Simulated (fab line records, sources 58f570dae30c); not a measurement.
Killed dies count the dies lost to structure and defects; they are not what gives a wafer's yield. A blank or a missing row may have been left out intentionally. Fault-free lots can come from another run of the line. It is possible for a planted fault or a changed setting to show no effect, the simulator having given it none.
What tool caused it? / flow berkeley_cmos170 / 42 wafers from 14 lots sampled at 6 of the route's 331 steps

== WHAT EACH GAUGE READ, for each wafer ==
UCB170_M1_OVL_MEAS_10.
lot=L736; measured=day 7 08:37; on=overlay-02; M1_OVL (nm)=2 -2 2
lot=L735; measured=day 7 11:07; on=overlay-02; M1_OVL (nm)=-6 1 -6
lot=L737; measured=day 7 20:38; on=overlay-02; M1_OVL (nm)=-5 -5 -12
lot=L739; measured=day 8 06:03; on=overlay-02; M1_OVL (nm)=-5 2 1
lot=L740; measured=day 8 11:34; on=overlay-02; M1_OVL (nm)=5 4 4
lot=L741; measured=day 9 00:41; on=overlay-02; M1_OVL (nm)=-3 -6 -3
lot=L742; measured=day 9 01:16; on=overlay-01; M1_OVL (nm)=-1 -2 -8
lot=L744; measured=day 9 03:19; on=overlay-01; M1_OVL (nm)=12 2 9
lot=L749; measured=day 10 03:53; on=overlay-01; M1_OVL (nm)=1 5 -1
lot=L753; measured=day 10 19:23; on=overlay-02; M1_OVL (nm)=-7 -8 -12
lot=L752; measured=day 10 19:56; on=overlay-02; M1_OVL (nm)=-2 -2 4
lot=L757; measured=day 11 11:59; on=overlay-01; M1_OVL (nm)=6 10 5
lot=L755; measured=day 11 13:14; on=overlay-01; M1_OVL (nm)=6 6 5
lot=L756; measured=day 11 14:47; on=overlay-02; M1_OVL (nm)=1 -1 -1

UCB170_V1_CD_MEAS_12: the cd target is 700 nm.
lot=L736; measured=day 7 14:44; on=cd_sem-01; cd_nm (nm)=700.3 701.0 699.4
lot=L735; measured=day 7 15:12; on=cd_sem-01; cd_nm (nm)=699.9 700.7 699.5
lot=L737; measured=day 8 03:36; on=cd_sem-01; cd_nm (nm)=699.1 700.5 698.8
lot=L739; measured=day 8 11:25; on=cd_sem-02; cd_nm (nm)=701.0 699.6 699.9
lot=L740; measured=day 8 19:55; on=cd_sem-01; cd_nm (nm)=700.7 701.1 701.2
lot=L741; measured=day 9 09:59; on=cd_sem-01; cd_nm (nm)=700.7 700.5 700.4
lot=L742; measured=day 9 10:11; on=cd_sem-02; cd_nm (nm)=698.9 699.6 700.6
lot=L744; measured=day 9 10:38; on=cd_sem-02; cd_nm (nm)=701.1 700.4 700.3
lot=L749; measured=day 10 07:58; on=cd_sem-01; cd_nm (nm)=699.7 699.0 698.3
lot=L753; measured=day 11 00:40; on=cd_sem-01; cd_nm (nm)=700.3 700.9 699.8
lot=L752; measured=day 11 00:15; on=cd_sem-02; cd_nm (nm)=700.0 699.7 700.3
lot=L757; measured=day 11 19:56; on=cd_sem-01; cd_nm (nm)=698.9 700.4 699.4
lot=L755; measured=day 11 19:40; on=cd_sem-01; cd_nm (nm)=697.7 698.0 697.3
lot=L756; measured=day 11 19:31; on=cd_sem-01; cd_nm (nm)=701.5 701.5 701.4

UCB170_V1_CD_MEAS_90: the cd target is 700 nm.
lot=L736; measured=day 7 15:11; on=cd_sem-02; cd_nm (nm)=699.9 700.9 699.2
lot=L735; measured=day 7 15:38; on=cd_sem-01; cd_nm (nm)=699.0 701.0 698.2
lot=L737; measured=day 8 04:02; on=cd_sem-02; cd_nm (nm)=699.7 699.8 699.1
lot=L739; measured=day 8 11:52; on=cd_sem-01; cd_nm (nm)=700.8 698.1 697.9
lot=L740; measured=day 8 20:22; on=cd_sem-02; cd_nm (nm)=701.3 700.8 701.2
lot=L741; measured=day 9 10:26; on=cd_sem-02; cd_nm (nm)=700.3 700.9 699.0
lot=L742; measured=day 9 10:37; on=cd_sem-01; cd_nm (nm)=698.9 700.2 700.4
lot=L744; measured=day 9 11:05; on=cd_sem-01; cd_nm (nm)=702.1 698.9 700.2
lot=L749; measured=day 10 08:24; on=cd_sem-02; cd_nm (nm)=699.6 697.9 698.2
lot=L753; measured=day 11 01:08; on=cd_sem-01; cd_nm (nm)=699.7 701.1 699.2
lot=L752; measured=day 11 00:41; on=cd_sem-02; cd_nm (nm)=700.1 698.3 699.5
lot=L757; measured=day 11 20:22; on=cd_sem-01; cd_nm (nm)=698.0 701.0 699.4
lot=L755; measured=day 11 20:06; on=cd_sem-01; cd_nm (nm)=697.3 698.6 697.4
lot=L756; measured=day 11 19:57; on=cd_sem-02; cd_nm (nm)=701.7 701.9 700.6

UCB170_M2_RS_MEAS_02: uses a four-point probe to measure.
lot=L736; measured=day 7 15:27; on=film_metro-03; M2_AL_RS (ohm/sq)=0.0328 0.0324 0.0326
lot=L735; measured=day 7 15:54; on=film_metro-01; M2_AL_RS (ohm/sq)=0.0320 0.0319 0.0321
lot=L737; measured=day 8 04:19; on=film_metro-03; M2_AL_RS (ohm/sq)=0.0318 0.0314 0.0317
lot=L739; measured=day 8 12:08; on=film_metro-03; M2_AL_RS (ohm/sq)=0.0323 0.0322 0.0320
lot=L740; measured=day 8 20:38; on=film_metro-04; M2_AL_RS (ohm/sq)=0.0319 0.0316 0.0321
lot=L741; measured=day 9 10:42; on=film_metro-01; M2_AL_RS (ohm/sq)=0.0324 0.0322 0.0319
lot=L742; measured=day 9 10:53; on=film_metro-03; M2_AL_RS (ohm/sq)=0.0323 0.0319 0.0324
lot=L744; measured=day 9 11:21; on=film_metro-01; M2_AL_RS (ohm/sq)=0.0323 0.0327 0.0704
lot=L749; measured=day 10 08:46; on=film_metro-04; M2_AL_RS (ohm/sq)=0.0683 0.0322 0.0321
lot=L753; measured=day 11 01:24; on=film_metro-01; M2_AL_RS (ohm/sq)=0.0323 0.0318 0.0325
lot=L752; measured=day 11 00:57; on=film_metro-04; M2_AL_RS (ohm/sq)=0.0322 0.0322 0.0320
lot=L757; measured=day 11 20:38; on=film_metro-03; M2_AL_RS (ohm/sq)=0.0318 0.0327 0.0323
lot=L755; measured=day 11 20:22; on=film_metro-03; M2_AL_RS (ohm/sq)=0.0321 0.0322 0.0323
lot=L756; measured=day 11 20:16; on=film_metro-01; M2_AL_RS (ohm/sq)=0.0314 0.0312 0.0315

UCB170_M2_THK_MEAS_03: measures by xrf.
lot=L736; measured=day 7 15:34; on=film_metro-03; M2_AL_THK (nm)=876 888 881
lot=L735; measured=day 7 16:01; on=film_metro-01; M2_AL_THK (nm)=904 910 902
lot=L737; measured=day 8 04:25; on=film_metro-03; M2_AL_THK (nm)=904 913 899
lot=L739; measured=day 8 12:14; on=film_metro-03; M2_AL_THK (nm)=889 888 891
lot=L740; measured=day 8 20:45; on=film_metro-04; M2_AL_THK (nm)=909 911 895
lot=L741; measured=day 9 10:49; on=film_metro-01; M2_AL_THK (nm)=889 897 901
lot=L742; measured=day 9 10:59; on=film_metro-03; M2_AL_THK (nm)=888 900 885
lot=L744; measured=day 9 11:28; on=film_metro-01; M2_AL_THK (nm)=891 881 414
lot=L749; measured=day 10 08:53; on=film_metro-04; M2_AL_THK (nm)=429 897 901
lot=L753; measured=day 11 01:31; on=film_metro-01; M2_AL_THK (nm)=885 905 885
lot=L752; measured=day 11 01:04; on=film_metro-04; M2_AL_THK (nm)=900 902 900
lot=L757; measured=day 11 20:45; on=film_metro-03; M2_AL_THK (nm)=906 883 893
lot=L755; measured=day 11 20:29; on=film_metro-03; M2_AL_THK (nm)=893 889 892
lot=L756; measured=day 11 20:23; on=film_metro-01; M2_AL_THK (nm)=914 919 910

== TOOL THAT RAN EACH LOT (tool first, then ch and the chambers of the sampled wafers, then the start) ==
lot=L736; UCB170_M2_SPUTTER_01=pvd_sputter-02, day 7 15:22
lot=L735; UCB170_M2_SPUTTER_01=pvd_sputter-04, day 7 15:49
lot=L737; UCB170_M2_SPUTTER_01=pvd_sputter-01, day 8 04:12
lot=L739; UCB170_M2_SPUTTER_01=pvd_sputter-02, day 8 12:00
lot=L740; UCB170_M2_SPUTTER_01=pvd_sputter-04, day 8 20:32
lot=L741; UCB170_M2_SPUTTER_01=pvd_sputter-04, day 9 10:37
lot=L742; UCB170_M2_SPUTTER_01=pvd_sputter-02, day 9 10:47
lot=L744; UCB170_M2_SPUTTER_01=pvd_sputter-04, day 9 11:16
lot=L749; UCB170_M2_SPUTTER_01=pvd_sputter-04, day 10 08:35
lot=L753; UCB170_M2_SPUTTER_01=pvd_sputter-01, day 11 01:19
lot=L752; UCB170_M2_SPUTTER_01=pvd_sputter-02, day 11 00:51
lot=L757; UCB170_M2_SPUTTER_01=pvd_sputter-01, day 11 20:33
lot=L755; UCB170_M2_SPUTTER_01=pvd_sputter-02, day 11 20:17
lot=L756; UCB170_M2_SPUTTER_01=pvd_sputter-01, day 11 20:08
- UCB170_M2_SPUTTER_01: material Al, target thk 900 nm, time 120 s.

== AS READ BY THE TOOLS THEMSELVES (means over the sampled wafers that have a number; for cases with no such wafer, the mark the record gives instead) ==
UCB170_M2_SPUTTER_01.
lot=L736; tool=pvd_sputter-02; throttle_valve_pct (%)=31.3
lot=L735; tool=pvd_sputter-04; throttle_valve_pct (%)=29.5
lot=L737; tool=pvd_sputter-01; throttle_valve_pct (%)=29.2
lot=L739; tool=pvd_sputter-02; throttle_valve_pct (%)=30.5
lot=L740; tool=pvd_sputter-04; throttle_valve_pct (%)=28.9
lot=L741; tool=pvd_sputter-04; throttle_valve_pct (%)=29.3
lot=L742; tool=pvd_sputter-02; throttle_valve_pct (%)=31.3
lot=L744; tool=pvd_sputter-04; throttle_valve_pct (%)=29.4
lot=L749; tool=pvd_sputter-04; throttle_valve_pct (%)=28.9
lot=L753; tool=pvd_sputter-01; throttle_valve_pct (%)=30.4
lot=L752; tool=pvd_sputter-02; throttle_valve_pct (%)=30.9
lot=L757; tool=pvd_sputter-01; throttle_valve_pct (%)=31.1
lot=L755; tool=pvd_sputter-02; throttle_valve_pct (%)=30.5
lot=L756; tool=pvd_sputter-01; throttle_valve_pct (%)=30.4

== THE ANSWER, worked out from the rows above alone ==
Rule: usual is defined by the lots themselves. The widest of any qualifying gaps counts: lots, ordered by their means at a reading, are off when they make up no more than a third of the lots, leave a main group of 4 or more, and stand apart from it by 3 or more times the standard deviation of that group's means. The tables above print the reading to a certain number of digits; a main group whose means all agree to those digits is not used. Also off: a lot with no number at a reading for which 4 or more lots have one. Any other lot the step has rows for is counted as sound. After the gauges, taken in route order, come the tools' own readings; for these a lot's mean is taken, as printed above. At the first step where some lot is off, the reading lying furthest off is the one used; lots without a number count as furthest.
Off: L744, L749, seen at UCB170_M2_RS_MEAS_02 (M2_AL_RS). The main group has a mean of 0.0321 ohm/sq with a standard deviation of 0.00031.
A tool fits if, at a process step before that reading, it ran every lot that is off, and no sound lot after the first of them. Those tools and the gauges at UCB170_M2_RS_MEAS_02 are tried in the same way. One fits: pvd_sputter-04 at UCB170_M2_SPUTTER_01. A fault onset in the window from L741 (day 9 10:37, its last sound lot) to L744 (day 9 11:16, its first lot off) fits.

== WHAT THE SIMULATOR HAD PUT IN ==
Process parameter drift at UCB170_M2_SPUTTER_01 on pvd_sputter-04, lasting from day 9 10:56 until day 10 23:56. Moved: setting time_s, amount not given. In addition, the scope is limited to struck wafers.
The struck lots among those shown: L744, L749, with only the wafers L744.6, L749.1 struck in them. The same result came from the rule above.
